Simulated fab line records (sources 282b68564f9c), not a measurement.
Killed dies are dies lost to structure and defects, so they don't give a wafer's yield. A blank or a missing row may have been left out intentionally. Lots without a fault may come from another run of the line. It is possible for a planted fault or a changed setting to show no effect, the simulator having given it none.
Split-lot experiment :: flow rit-cmos :: route with 202 steps; 5 lots, 23 wafers read

== ON THE SPLIT ==
At RIT_ACTIVE_EXPOSE_08 (exposes mask M1, target cd 1400 nm), the setting dose-mj was moved away from the recipe's 225 on 5 of the 23 wafers read, by -6.3% to +5.9%. All remaining wafers had this setting at the recipe value.

== FROM THE SPLIT TO THE READING: what the file shows between them, 6 steps ==
- RIT_ACTIVE_PEB_09
- RIT_ACTIVE_DEVELOP_10: develop time 50 s
- RIT_ACTIVE_CD_MEAS_11: target cd 1400 nm
- RIT_ACTIVE_HARDBAKE_12: time 60 s
- RIT_ACTIVE_ETCH_13: etches Si3N4 in SF6, stops on SiO2, time 210 s, target depth 210 nm
- RIT_ACTIVE_STRIP_14: strips in O2, time 180 s

== THE READING ==
cd-nm, in nm, at RIT_ACTIVE_CD_MEAS_90 (target cd 1400 nm). Fault-free wafers of this fab line usually give 1400.5 nm, standard deviation 2.6 nm.

wafer: L075.1
tool, chamber at the split: iline-stepper-01, 0
dose-mj as run: 225
against the recipe: recipe
cd-nm, nm: 1399.4
against lot-mates on the recipe: -

wafer: L075.4
tool, chamber at the split: iline-stepper-01, 0
dose-mj as run: 225
against the recipe: recipe
cd-nm, nm: 1401.4
against lot-mates on the recipe: -

wafer: L075.6
tool, chamber at the split: iline-stepper-01, 0
dose-mj as run: 225
against the recipe: recipe
cd-nm, nm: 1403.3
against lot-mates on the recipe: -

wafer: L080.1
tool, chamber at the split: iline-stepper-02, 0
dose-mj as run: 225
against the recipe: recipe
cd-nm, nm: 1397.2
against lot-mates on the recipe: -

wafer: L080.2
tool, chamber at the split: iline-stepper-02, 0
dose-mj as run: 225
against the recipe: recipe
cd-nm, nm: 1399.0
against lot-mates on the recipe: -

wafer: L080.3
tool, chamber at the split: iline-stepper-02, 0
dose-mj as run: 225
against the recipe: recipe
cd-nm, nm: 1397.3
against lot-mates on the recipe: -

wafer: L080.4
tool, chamber at the split: iline-stepper-02, 0
dose-mj as run: 225
against the recipe: recipe
cd-nm, nm: 1398.2
against lot-mates on the recipe: -

wafer: L080.5
tool, chamber at the split: iline-stepper-02, 0
dose-mj as run: 225
against the recipe: recipe
cd-nm, nm: 1400.1
against lot-mates on the recipe: -

wafer: L083.1
tool, chamber at the split: iline-stepper-01, 0
dose-mj as run: 225
against the recipe: recipe
cd-nm, nm: 1401.1
against lot-mates on the recipe: -

wafer: L083.2
tool, chamber at the split: iline-stepper-01, 0
dose-mj as run: 225
against the recipe: recipe
cd-nm, nm: 1400.7
against lot-mates on the recipe: -

wafer: L083.3
tool, chamber at the split: iline-stepper-01, 0
dose-mj as run: 225
against the recipe: recipe
cd-nm, nm: 1402.6
against lot-mates on the recipe: -

wafer: L083.4
tool, chamber at the split: iline-stepper-01, 0
dose-mj as run: 225
against the recipe: recipe
cd-nm, nm: 1402.4
against lot-mates on the recipe: -

wafer: L083.5
tool, chamber at the split: iline-stepper-01, 0
dose-mj as run: 225
against the recipe: recipe
cd-nm, nm: 1401.4
against lot-mates on the recipe: -

wafer: L084.1
tool, chamber at the split: iline-stepper-01, 0
dose-mj as run: 210.8
against the recipe: -6.3%
cd-nm, nm: 1417.3
against lot-mates on the recipe: +19.4

wafer: L084.2
tool, chamber at the split: iline-stepper-01, 0
dose-mj as run: 210.8
against the recipe: -6.3%
cd-nm, nm: 1420.7
against lot-mates on the recipe: +22.8

wafer: L084.3
tool, chamber at the split: iline-stepper-01, 0
dose-mj as run: 225
against the recipe: recipe
cd-nm, nm: 1399.1
against lot-mates on the recipe: -

wafer: L084.4
tool, chamber at the split: iline-stepper-01, 0
dose-mj as run: 225
against the recipe: recipe
cd-nm, nm: 1396.8
against lot-mates on the recipe: -

wafer: L084.5
tool, chamber at the split: iline-stepper-01, 0
dose-mj as run: 210.8
against the recipe: -6.3%
cd-nm, nm: 1417.6
against lot-mates on the recipe: +19.7

wafer: L085.1
tool, chamber at the split: iline-stepper-02, 0
dose-mj as run: 225
against the recipe: recipe
cd-nm, nm: 1401.1
against lot-mates on the recipe: -

wafer: L085.2
tool, chamber at the split: iline-stepper-02, 0
dose-mj as run: 225
against the recipe: recipe
cd-nm, nm: 1402.2
against lot-mates on the recipe: -

wafer: L085.3
tool, chamber at the split: iline-stepper-02, 0
dose-mj as run: 238.2
against the recipe: +5.9%
cd-nm, nm: 1384.0
against lot-mates on the recipe: -17.7

wafer: L085.4
tool, chamber at the split: iline-stepper-02, 0
dose-mj as run: 238.2
against the recipe: +5.9%
cd-nm, nm: 1385.0
against lot-mates on the recipe: -16.7

wafer: L085.6
tool, chamber at the split: iline-stepper-02, 0
dose-mj as run: 225
against the recipe: recipe
cd-nm, nm: 1401.7
against lot-mates on the recipe: -

THE FIT
A straight line over all 23 wafers: cd-nm changes by -2.81 nm for each +1% of dose-mj; r = -0.98; the points scatter about the line by 1.9 nm.
The same after taking each lot's own level away (the mean of its wafers on the recipe; 23 wafers): -3.13 nm for each +1%; r = -0.99; scatter 1.2 nm.
On that fit, the largest move of dose-mj shifts the reading by 20 nm.
The lots' own levels span 1397.95 to 1401.67 nm, that is 1.4 times the standard deviation above.
So the lot-to-lot level changes the slope: the two fits differ.
Check: with one of the wafers moved furthest among these (-6.3%) left out of the fit, the line predicts +20.2 nm for it against its lot-mates. It came out at +19.4 nm against them.

== OTHER SPLITS ON THESE WAFERS ==
Before the reading, these wafers also passed through other splits. Each is held against what the fit with the lots' levels taken away leaves over:
other split on the same wafers: RIT_ACTIVE_CVD_03 temp-c
wafers away from the commonest value: 18
r with cd-nm (lot level and that fit taken away): +0.05

== THE WHOLE CHAIN: every reading that the file lists as answering this split, in the file's order ==
step: RIT_ACTIVE_CD_MEAS_11
what it does: target cd 1400 nm
reading: cd-nm
change (the file's fit): -3.06 nm for each +1% of the setting
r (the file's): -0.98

step: RIT_ACTIVE_ETCH_13
what it does: etches Si3N4 in SF6, stops on SiO2, time 210 s, target depth 210 nm
reading: ACTIVE.cd-nm (the simulator's own value, which no gauge read)
change (the file's fit): -3.06 nm for each +1% of the setting
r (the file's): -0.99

step: RIT_ACTIVE_CD_MEAS_90
what it does: target cd 1400 nm
reading: cd-nm
change (the file's fit): -3.1 nm for each +1% of the setting
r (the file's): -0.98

== FILE'S OWN FIT ==
cd-nm changes by -3.1 nm for each +1% of dose-mj, r = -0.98.
